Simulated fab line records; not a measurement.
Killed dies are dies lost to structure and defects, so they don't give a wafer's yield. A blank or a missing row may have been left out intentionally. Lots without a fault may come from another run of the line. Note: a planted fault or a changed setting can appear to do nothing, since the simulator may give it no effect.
What tool caused it? | flow berkeleyCmos170 | 42 wafers from 14 lots sampled at 4 of the route's 331 steps

## WHAT THE GAUGES SHOWED, per wafer
UCB170_FIELD_THK_MEAS_90.
lot  | measured    | on           | FIELD_OXIDE_LEFT_1_THK (nm)
L315 | day 4 21:14 | filmMetro-03 | 442 438 431
L316 | day 5 06:03 | filmMetro-02 | 436 443 442
L320 | day 5 23:59 | filmMetro-04 | 440 440 439
L321 | day 6 16:50 | filmMetro-03 | 432 433 432
L322 | day 6 09:37 | filmMetro-04 | 440 442 454
L323 | day 6 16:50 | filmMetro-02 | 451 453 447
L324 | day 6 20:21 | filmMetro-02 | 433 435 450
L326 | day 6 20:22 | filmMetro-04 | 436 435 446
L325 | day 7 09:03 | filmMetro-03 | 442 448 438
L327 | day 7 09:03 | filmMetro-02 | 458 444 439
L332 | day 8 17:57 | filmMetro-02 | 442 437 435
L335 | day 9 07:51 | filmMetro-02 | 430 437 432
L336 | day 9 07:51 | filmMetro-04 | 447 445 448
L338 | day 9 17:47 | filmMetro-03 | 446 443 436

UCB170_M3_RS_MEAS_02: the measuring method here is four-point-probe.
lot  | measured     | on           | M3_AL_RS (ohm/sq)
L315 | day 7 14:31  | filmMetro-01 | 0.0327 0.0321 0.0327
L316 | day 7 21:49  | filmMetro-01 | 0.0325 0.0319 0.0321
L320 | day 9 03:33  | filmMetro-01 | 0.0318 0.0324 0.0321
L321 | day 9 16:12  | filmMetro-03 | 0.0323 0.0323 0.0319
L322 | day 9 09:25  | filmMetro-01 | 0.0316 0.0320 0.0326
L323 | day 9 15:39  | filmMetro-02 | 0.0320 0.0318 0.0319
L324 | day 9 14:40  | filmMetro-02 | 0.0322 0.0318 0.0321
L326 | day 9 15:57  | filmMetro-01 | 0.0324 0.0320 0.0318
L325 | day 10 06:11 | filmMetro-03 | 0.0329 0.0319 0.0321
L327 | day 10 05:51 | filmMetro-03 | 0.0319 0.0319 0.0319
L332 | day 11 20:28 | filmMetro-01 | 0.0313 0.0321 0.0325
L335 | day 12 06:28 | filmMetro-03 | 0.0324 0.0320 0.0320
L336 | day 12 06:35 | filmMetro-02 | 0.0329 0.0320 0.0318
L338 | day 12 14:36 | filmMetro-01 | 0.0321 0.0318 0.0320

## TOOL THAT RAN EACH LOT (tool first, then ch and the chambers of the sampled wafers, then the start)
lot  | UCB170_NWELL_STRIP_15              | UCB170_PLDD_IMPLANT_09
L315 | plasmaAsher-04 ch 0, day 2 06:16   | implanter-03 ch 0, day 6 01:38
L316 | plasmaAsher-04 ch 0,1, day 2 08:48 | implanter-01 ch 0, day 6 10:04
L320 | plasmaAsher-04 ch 0,1, day 3 07:55 | implanter-04 ch 0, day 7 14:05
L321 | plasmaAsher-04 ch 0,1, day 3 15:26 | implanter-01 ch 0, day 8 03:09
L322 | plasmaAsher-02 ch 0,1, day 3 15:45 | implanter-04 ch 0, day 7 20:24
L323 | plasmaAsher-04 ch 0,1, day 4 00:09 | implanter-03 ch 0, day 8 03:50
L324 | plasmaAsher-02 ch 0,1, day 4 09:28 | implanter-04 ch 0, day 8 03:24
L326 | plasmaAsher-01 ch 0,1, day 4 12:01 | implanter-03 ch 0, day 8 02:40
L325 | plasmaAsher-01 ch 0,1, day 4 12:46 | implanter-03 ch 0, day 8 19:49
L327 | plasmaAsher-04 ch 0,1, day 4 17:03 | implanter-04 ch 0, day 8 19:32
L332 | plasmaAsher-01 ch 0,1, day 5 21:43 | implanter-03 ch 0, day 10 05:32
L335 | plasmaAsher-01 ch 0,1, day 6 12:09 | implanter-03 ch 0, day 10 15:21
L336 | plasmaAsher-01 ch 0,1, day 6 13:46 | implanter-01 ch 0, day 10 15:31
L338 | plasmaAsher-02 ch 0,1, day 7 05:41 | implanter-04 ch 0, day 11 00:45
- UCB170_NWELL_STRIP_15: strips in O2.
- UCB170_PLDD_IMPLANT_09

## WHAT THE TOOLS THEMSELVES READ (means of the sampled wafers that have a number; where no wafer has one, the mark that the record gives instead)
UCB170_NWELL_STRIP_15.
lot  | tool           | drypumpMotorCurrentA (A) | oesProductAu (a.u.) | stripTimeToEndpointS (s)
L315 | plasmaAsher-04 | 5.0                      | 0.719               | 18.19
L316 | plasmaAsher-04 | 5.3                      | 0.718               | 18.02
L320 | plasmaAsher-04 | 5.1                      | 0.725               | 18.11
L321 | plasmaAsher-04 | 5.1                      | 0.720               | 18.10
L322 | plasmaAsher-02 | 5.9                      | 0.721               | 18.20
L323 | plasmaAsher-04 | 5.3                      | 0.722               | 17.93
L324 | plasmaAsher-02 | 5.3                      | 0.721               | 18.00
L326 | plasmaAsher-01 | 5.9                      | 0.720               | 18.07
L325 | plasmaAsher-01 | 5.9                      | 0.727               | 18.15
L327 | plasmaAsher-04 | 5.2                      | 0.723               | 18.05
L332 | plasmaAsher-01 | 6.0                      | 0.718               | 17.93
L335 | plasmaAsher-01 | 6.0                      | 0.718               | 18.12
L336 | plasmaAsher-01 | 6.0                      | 0.721               | 17.90
L338 | plasmaAsher-02 | 5.3                      | 0.725               | 17.97

UCB170_PLDD_IMPLANT_09.
lot  | tool         | beamEnergyKeV
L315 | implanter-03 | 10.0020
L316 | implanter-01 | 9.9989
L320 | implanter-04 | 9.9996
L321 | implanter-01 | 10.0013
L322 | implanter-04 | 9.9998
L323 | implanter-03 | 10.0010
L324 | implanter-04 | 9.9976
L326 | implanter-03 | 9.9992
L325 | implanter-03 | 9.9992
L327 | implanter-04 | 9.9992
L332 | implanter-03 | 9.7808
L335 | implanter-03 | 9.7827
L336 | implanter-01 | 10.0013
L338 | implanter-04 | 10.0006

## THE ANSWER, worked out from the rows above alone
Rule: usual is defined by the lots themselves. The widest of any qualifying gaps counts: lots, ordered by their means at a reading, are off when they make up no more than a third of the lots, leave a main group of 4 or more, and stand apart from it by 3 or more times the standard deviation of that group's means. A main group whose means are all the same, to the digits that the tables above print for the reading, isn't used. A lot without any number at a reading at which 4 lots or more have one is off too. The other lots that the step has rows for count as sound. First the gauges in route order, then the tools' own readings, where a lot's mean is used as printed above. At the first step where some lot is off, the reading lying furthest off is the one used; lots without a number count as furthest.
Off: L332, L335, at UCB170_PLDD_IMPLANT_09 (beamEnergyKeV). Mean 10.0000 and standard deviation 0.0012 in the main group.
A tool fits if, at that step or a process step before it, it ran every lot that is off, and no sound lot after the first of them. One fits: implanter-03 at UCB170_PLDD_IMPLANT_09. A fault onset in the window from L325 (day 8 19:49, its last sound lot) to L332 (day 10 05:32, its first lot off) fits.
On the lots that are off, the tool's own readings at UCB170_PLDD_IMPLANT_09 differ by more than 5 times the standard deviation of the sound lots' means, which bears it out; beamEnergyKeV reads 9.7817 there versus 10.0000 on the sound lots.

## WHAT THE SIMULATOR HAD PUT IN
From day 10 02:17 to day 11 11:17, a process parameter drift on implanter-03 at UCB170_PLDD_IMPLANT_09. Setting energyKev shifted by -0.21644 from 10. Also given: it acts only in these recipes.
Shown lots that were struck: L332, L335. This agrees with what the rule above found.
